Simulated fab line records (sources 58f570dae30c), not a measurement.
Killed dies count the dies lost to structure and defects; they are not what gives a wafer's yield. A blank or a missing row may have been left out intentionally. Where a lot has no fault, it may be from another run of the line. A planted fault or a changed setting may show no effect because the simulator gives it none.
What tool caused it? || flow berkeleyCmos170 || 45 wafers from 15 lots sampled at 4 of the route's 331 steps

## WHAT THE GAUGES READ, wafer by wafer
UCB170_PWELL_OVL_MEAS_13. Usual: PWELL_OVL typically reads -2 nm, with standard deviation 5.3.
{"lot": "L877", "measured": "day 3 00:55", "on": "overlay-02", "PWELL_OVL (nm)": "-8 -2 -4", "flag": ""}
{"lot": "L879", "measured": "day 3 17:38", "on": "overlay-01", "PWELL_OVL (nm)": "0 3 -2", "flag": ""}
{"lot": "L880", "measured": "day 3 17:53", "on": "overlay-02", "PWELL_OVL (nm)": "-2 -1 0", "flag": ""}
{"lot": "L881", "measured": "day 4 00:12", "on": "overlay-02", "PWELL_OVL (nm)": "-12 -9 -2", "flag": ""}
{"lot": "L891", "measured": "day 6 00:49", "on": "overlay-02", "PWELL_OVL (nm)": "6 1 5", "flag": ""}
{"lot": "L892", "measured": "day 6 11:28", "on": "overlay-02", "PWELL_OVL (nm)": "-8 -5 -9", "flag": ""}
{"lot": "L893", "measured": "day 6 15:23", "on": "overlay-01", "PWELL_OVL (nm)": "-1 -3 -5", "flag": ""}
{"lot": "L894", "measured": "day 6 20:23", "on": "overlay-01", "PWELL_OVL (nm)": "-6 -2 -9", "flag": ""}
{"lot": "L895", "measured": "day 6 22:34", "on": "overlay-01", "PWELL_OVL (nm)": "3 0 2", "flag": ""}
{"lot": "L896", "measured": "day 7 06:20", "on": "overlay-01", "PWELL_OVL (nm)": "2 -2 2", "flag": ""}
{"lot": "L897", "measured": "day 7 12:09", "on": "overlay-01", "PWELL_OVL (nm)": "7 5 -3", "flag": ""}
{"lot": "L900", "measured": "day 7 23:58", "on": "overlay-02", "PWELL_OVL (nm)": "-7 -8 -4", "flag": ""}

UCB170_PWELL_TW_MEAS_17. Usual: PWELL_TW typically reads 378, with standard deviation 3.7.
{"lot": "L877", "measured": "day 3 01:18", "on": "filmMetro-04", "PWELL_TW": "373 375 375", "flag": ""}
{"lot": "L879", "measured": "day 3 18:02", "on": "filmMetro-01", "PWELL_TW": "378 377 377", "flag": ""}
{"lot": "L880", "measured": "day 3 18:16", "on": "filmMetro-01", "PWELL_TW": "378 376 375", "flag": ""}
{"lot": "L881", "measured": "day 4 00:35", "on": "filmMetro-01", "PWELL_TW": "379 379 382", "flag": ""}
{"lot": "L891", "measured": "day 6 01:12", "on": "filmMetro-01", "PWELL_TW": "375 376 375", "flag": ""}
{"lot": "L892", "measured": "day 6 11:52", "on": "filmMetro-04", "PWELL_TW": "375 376 377", "flag": ""}
{"lot": "L893", "measured": "day 6 15:46", "on": "filmMetro-04", "PWELL_TW": "374 375 376", "flag": ""}
{"lot": "L894", "measured": "day 6 20:47", "on": "filmMetro-01", "PWELL_TW": "377 375 375", "flag": ""}
{"lot": "L895", "measured": "day 6 22:57", "on": "filmMetro-01", "PWELL_TW": "373 376 376", "flag": ""}
{"lot": "L896", "measured": "day 7 06:43", "on": "filmMetro-04", "PWELL_TW": "374 374 374", "flag": ""}
{"lot": "L897", "measured": "day 7 12:32", "on": "filmMetro-01", "PWELL_TW": "374 372 376", "flag": ""}
{"lot": "L900", "measured": "day 8 00:21", "on": "filmMetro-03", "PWELL_TW": "380 379 378", "flag": ""}

## WHAT TOOL EACH LOT RAN ON (gives the tool, then ch and the chambers of the sampled wafers, and finally the start)
{"lot": "L877", "UCB170_NWELL_OXIDATION_01": "furnace-04 ch 0, day 2 00:31", "UCB170_PWELL_STRIP_16": "plasmaAsher-04 ch 0,1, day 3 01:12"}
{"lot": "L879", "UCB170_NWELL_OXIDATION_01": "furnace-03 ch 0, day 2 10:52", "UCB170_PWELL_STRIP_16": "plasmaAsher-03 ch 0,1, day 3 17:56"}
{"lot": "L880", "UCB170_NWELL_OXIDATION_01": "furnace-03 ch 0, day 2 10:52", "UCB170_PWELL_STRIP_16": "plasmaAsher-01 ch 0,1, day 3 18:10"}
{"lot": "L881", "UCB170_NWELL_OXIDATION_01": "furnace-04 ch 0, day 2 19:47", "UCB170_PWELL_STRIP_16": "plasmaAsher-01 ch 0,1, day 4 00:29"}
{"lot": "L884", "UCB170_NWELL_OXIDATION_01": "furnace-02, day 3 13:27", "UCB170_PWELL_STRIP_16": "-"}
{"lot": "L885", "UCB170_NWELL_OXIDATION_01": "furnace-02, day 3 18:39", "UCB170_PWELL_STRIP_16": "-"}
{"lot": "L886", "UCB170_NWELL_OXIDATION_01": "furnace-02, day 3 18:39", "UCB170_PWELL_STRIP_16": "-"}
{"lot": "L891", "UCB170_NWELL_OXIDATION_01": "furnace-02 ch 0, day 4 23:34", "UCB170_PWELL_STRIP_16": "plasmaAsher-01 ch 0,1, day 6 01:05"}
{"lot": "L892", "UCB170_NWELL_OXIDATION_01": "furnace-02 ch 0, day 5 05:06", "UCB170_PWELL_STRIP_16": "plasmaAsher-03 ch 0,1, day 6 11:46"}
{"lot": "L893", "UCB170_NWELL_OXIDATION_01": "furnace-02 ch 0, day 5 09:03", "UCB170_PWELL_STRIP_16": "plasmaAsher-01 ch 0,1, day 6 15:41"}
{"lot": "L894", "UCB170_NWELL_OXIDATION_01": "furnace-04 ch 0, day 5 15:42", "UCB170_PWELL_STRIP_16": "plasmaAsher-01 ch 0,1, day 6 20:41"}
{"lot": "L895", "UCB170_NWELL_OXIDATION_01": "furnace-02 ch 0, day 5 21:02", "UCB170_PWELL_STRIP_16": "plasmaAsher-03 ch 0,1, day 6 22:51"}
{"lot": "L896", "UCB170_NWELL_OXIDATION_01": "furnace-02 ch 0, day 6 02:38", "UCB170_PWELL_STRIP_16": "plasmaAsher-03 ch 0,1, day 7 06:37"}
{"lot": "L897", "UCB170_NWELL_OXIDATION_01": "furnace-04 ch 0, day 6 07:43", "UCB170_PWELL_STRIP_16": "plasmaAsher-03 ch 0,1, day 7 12:26"}
{"lot": "L900", "UCB170_NWELL_OXIDATION_01": "furnace-03 ch 0, day 6 19:52", "UCB170_PWELL_STRIP_16": "plasmaAsher-03 ch 0,1, day 8 00:15"}
- UCB170_NWELL_OXIDATION_01: target thk 26.4 nm, ox time 1260 s.
- UCB170_PWELL_STRIP_16: strips in O2.

## WHAT THE TOOLS THEMSELVES READ (means of the sampled wafers that have a number; where no wafer has one, the mark that the record gives instead)
UCB170_NWELL_OXIDATION_01. Usual: oxTempC 1000.0 C, standard deviation 0.42; oxTempCMax 1005.3, standard deviation 1.4; spikeTcCentreC 1002.6 C, standard deviation 1.4.
{"lot": "L877", "tool": "furnace-04", "oxTempC (C)": 999.9, "oxTempCMax": 1003.6, "spikeTcCentreC (C)": 1000.7, "flag": ""}
{"lot": "L879", "tool": "furnace-03", "oxTempC (C)": 1000.1, "oxTempCMax": 1005.4, "spikeTcCentreC (C)": 1002.5, "flag": ""}
{"lot": "L880", "tool": "furnace-03", "oxTempC (C)": 1000.2, "oxTempCMax": 1005.8, "spikeTcCentreC (C)": 1002.8, "flag": ""}
{"lot": "L881", "tool": "furnace-04", "oxTempC (C)": 999.4, "oxTempCMax": 1003.1, "spikeTcCentreC (C)": 1000.9, "flag": ""}
{"lot": "L884", "tool": "furnace-02", "oxTempC (C)": "-", "oxTempCMax": "-", "spikeTcCentreC (C)": "-", "flag": "OFF"}
{"lot": "L885", "tool": "furnace-02", "oxTempC (C)": "-", "oxTempCMax": "-", "spikeTcCentreC (C)": "-", "flag": "OFF"}
{"lot": "L886", "tool": "furnace-02", "oxTempC (C)": "-", "oxTempCMax": "-", "spikeTcCentreC (C)": "-", "flag": "OFF"}
{"lot": "L891", "tool": "furnace-02", "oxTempC (C)": 999.7, "oxTempCMax": 1006.3, "spikeTcCentreC (C)": 1003.8, "flag": ""}
{"lot": "L892", "tool": "furnace-02", "oxTempC (C)": 1000.2, "oxTempCMax": 1005.7, "spikeTcCentreC (C)": 1003.2, "flag": ""}
{"lot": "L893", "tool": "furnace-02", "oxTempC (C)": 1000.4, "oxTempCMax": 1007.3, "spikeTcCentreC (C)": 1003.9, "flag": ""}
{"lot": "L894", "tool": "furnace-04", "oxTempC (C)": 1000.5, "oxTempCMax": 1004.4, "spikeTcCentreC (C)": 1001.2, "flag": ""}
{"lot": "L895", "tool": "furnace-02", "oxTempC (C)": 999.5, "oxTempCMax": 1005.8, "spikeTcCentreC (C)": 1003.2, "flag": ""}
{"lot": "L896", "tool": "furnace-02", "oxTempC (C)": 1000.6, "oxTempCMax": 1006.6, "spikeTcCentreC (C)": 1002.4, "flag": ""}
{"lot": "L897", "tool": "furnace-04", "oxTempC (C)": 999.7, "oxTempCMax": 1004.1, "spikeTcCentreC (C)": 1002.4, "flag": ""}
{"lot": "L900", "tool": "furnace-03", "oxTempC (C)": 1000.1, "oxTempCMax": 1006.0, "spikeTcCentreC (C)": 1001.4, "flag": ""}

UCB170_PWELL_STRIP_16. Usual: drypumpMotorCurrentA 5.7 A, standard deviation 0.32; o2FlowSccm 400.1 sccm, standard deviation 1.2; oesProductAu 0.721 a.u., standard deviation 0.0044; stripTimeToEndpointS 18.11 s, standard deviation 0.1.
{"lot": "L877", "tool": "plasmaAsher-04", "drypumpMotorCurrentA (A)": 5.9, "o2FlowSccm (sccm)": 400.0, "oesProductAu (a.u.)": 0.724, "stripTimeToEndpointS (s)": 18.07, "flag": ""}
{"lot": "L879", "tool": "plasmaAsher-03", "drypumpMotorCurrentA (A)": 5.9, "o2FlowSccm (sccm)": 400.2, "oesProductAu (a.u.)": 0.722, "stripTimeToEndpointS (s)": 18.05, "flag": ""}
{"lot": "L880", "tool": "plasmaAsher-01", "drypumpMotorCurrentA (A)": 5.6, "o2FlowSccm (sccm)": 398.6, "oesProductAu (a.u.)": 0.719, "stripTimeToEndpointS (s)": 18.05, "flag": ""}
{"lot": "L881", "tool": "plasmaAsher-01", "drypumpMotorCurrentA (A)": 5.5, "o2FlowSccm (sccm)": 401.2, "oesProductAu (a.u.)": 0.717, "stripTimeToEndpointS (s)": 18.14, "flag": ""}
{"lot": "L891", "tool": "plasmaAsher-01", "drypumpMotorCurrentA (A)": 5.5, "o2FlowSccm (sccm)": 399.9, "oesProductAu (a.u.)": 0.718, "stripTimeToEndpointS (s)": 18.14, "flag": ""}
{"lot": "L892", "tool": "plasmaAsher-03", "drypumpMotorCurrentA (A)": 5.7, "o2FlowSccm (sccm)": 400.5, "oesProductAu (a.u.)": 0.717, "stripTimeToEndpointS (s)": 18.06, "flag": ""}
{"lot": "L893", "tool": "plasmaAsher-01", "drypumpMotorCurrentA (A)": 5.5, "o2FlowSccm (sccm)": 398.6, "oesProductAu (a.u.)": 0.721, "stripTimeToEndpointS (s)": 18.15, "flag": ""}
{"lot": "L894", "tool": "plasmaAsher-01", "drypumpMotorCurrentA (A)": 5.5, "o2FlowSccm (sccm)": 400.2, "oesProductAu (a.u.)": 0.722, "stripTimeToEndpointS (s)": 18.01, "flag": ""}
{"lot": "L895", "tool": "plasmaAsher-03", "drypumpMotorCurrentA (A)": 5.7, "o2FlowSccm (sccm)": 399.6, "oesProductAu (a.u.)": 0.721, "stripTimeToEndpointS (s)": 18.20, "flag": ""}
{"lot": "L896", "tool": "plasmaAsher-03", "drypumpMotorCurrentA (A)": 6.0, "o2FlowSccm (sccm)": 400.2, "oesProductAu (a.u.)": 0.721, "stripTimeToEndpointS (s)": 18.18, "flag": ""}
{"lot": "L897", "tool": "plasmaAsher-03", "drypumpMotorCurrentA (A)": 5.7, "o2FlowSccm (sccm)": 400.0, "oesProductAu (a.u.)": 0.721, "stripTimeToEndpointS (s)": 18.10, "flag": ""}
{"lot": "L900", "tool": "plasmaAsher-03", "drypumpMotorCurrentA (A)": 5.7, "o2FlowSccm (sccm)": 399.4, "oesProductAu (a.u.)": 0.719, "stripTimeToEndpointS (s)": 18.11, "flag": ""}

## THE ANSWER, worked out from the rows above alone
Rule: lot off if the mean of its wafers having a number is beyond 3 standard deviations from the usual mean. A lot without any number at a reading at which 4 lots or more have one is off too. Any other lot the step has rows for is counted as sound. Order of review: gauges by route order, followed by the tools' own readings, for which a lot's mean as printed above is used. At the first step where some lot is off, the reading lying furthest off is the one used; lots without a number count as furthest.
Off, at UCB170_NWELL_OXIDATION_01 on oxTempC: L884, L885, L886. Without a number there: L884, L885, L886.
A tool fits if, at that step or a process step before it, it ran every lot that is off, and no sound lot after the first of them. Not one of the candidates tried fits.

## WHAT THE SIMULATOR HAD PUT IN
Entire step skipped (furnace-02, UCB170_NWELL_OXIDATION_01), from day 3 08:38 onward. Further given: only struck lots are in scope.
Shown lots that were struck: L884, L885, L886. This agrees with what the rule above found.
